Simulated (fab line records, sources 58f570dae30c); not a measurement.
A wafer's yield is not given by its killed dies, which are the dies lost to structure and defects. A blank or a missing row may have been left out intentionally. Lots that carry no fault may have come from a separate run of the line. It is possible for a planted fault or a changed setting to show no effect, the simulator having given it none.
Which tool did it?    flow berkeley_cmos170    6 lots, 18 wafers sampled, at 2 steps of a route of 331

== WHAT EACH GAUGE READ, for each wafer ==
UCB170_ACTIVE_THK_MEAS_06.
lot   measured     on             ACTIVE_NITRIDE_THK (nm)
L463  day 4 02:17  film_metro-02  213.8 214.7 213.5
L465  day 4 23:38  film_metro-04  208.6 210.0 210.2
L469  day 5 17:31  film_metro-01  210.5 211.9 212.1
L475  day 7 00:17  film_metro-02  403.3 404.1 403.8
L479  day 7 16:38  film_metro-02  211.4 209.5 207.6
L481  day 8 05:46  film_metro-02  207.5 208.1 206.3

== WHAT TOOL EACH LOT RAN ON (gives the tool, then ch and the chambers of the sampled wafers, and finally the start) ==
lot   UCB170_ACTIVE_CVD_05
L463  lpcvd-01 ch 0, day 4 00:23
L465  lpcvd-02 ch 0, day 4 21:43
L469  lpcvd-02 ch 1, day 5 15:35
L475  lpcvd-02 ch 0, day 6 22:22
L479  lpcvd-01 ch 0, day 7 13:41
L481  lpcvd-01 ch 1, day 8 03:49
- UCB170_ACTIVE_CVD_05: deposits Si3N4 from SiH2Cl2/NH3, target thk 220 nm, time 3150 s.

== THE ANSWER, worked out from the rows above alone ==
Rule: usual is defined by the lots themselves. Put in order of their means at a reading, lots are off if they are a third of the lots or fewer, leave a main group of 4 or more, and stand apart from it by a gap of 3 or more times the standard deviation of the main group's means; of several such gaps the widest counts. Not used: any main group whose means are identical at the precision the tables above print for the reading. A lot without any number at a reading at which 4 lots or more have one is off too. All remaining lots with rows at the step are treated as sound.
Off: L475, at UCB170_ACTIVE_THK_MEAS_06 (ACTIVE_NITRIDE_THK). Mean 210.4 nm and standard deviation 2.2 in the main group.
A tool fits if, at a process step before that reading, it ran every lot that is off, and no sound lot after the first of them. The gauges at UCB170_ACTIVE_THK_MEAS_06 are tried like those tools. One candidate fits, namely lpcvd-02 at UCB170_ACTIVE_CVD_05. A fault onset in the window from L469 (day 5 15:35, its last sound lot) to L475 (day 6 22:22, its first lot off) fits.

== WHAT THE SIMULATOR HAD PUT IN ==
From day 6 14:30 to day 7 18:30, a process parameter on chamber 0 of lpcvd-02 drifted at UCB170_ACTIVE_CVD_05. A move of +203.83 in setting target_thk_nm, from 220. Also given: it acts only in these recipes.
Struck lots among those shown: L475. The rule above reached the same finding.
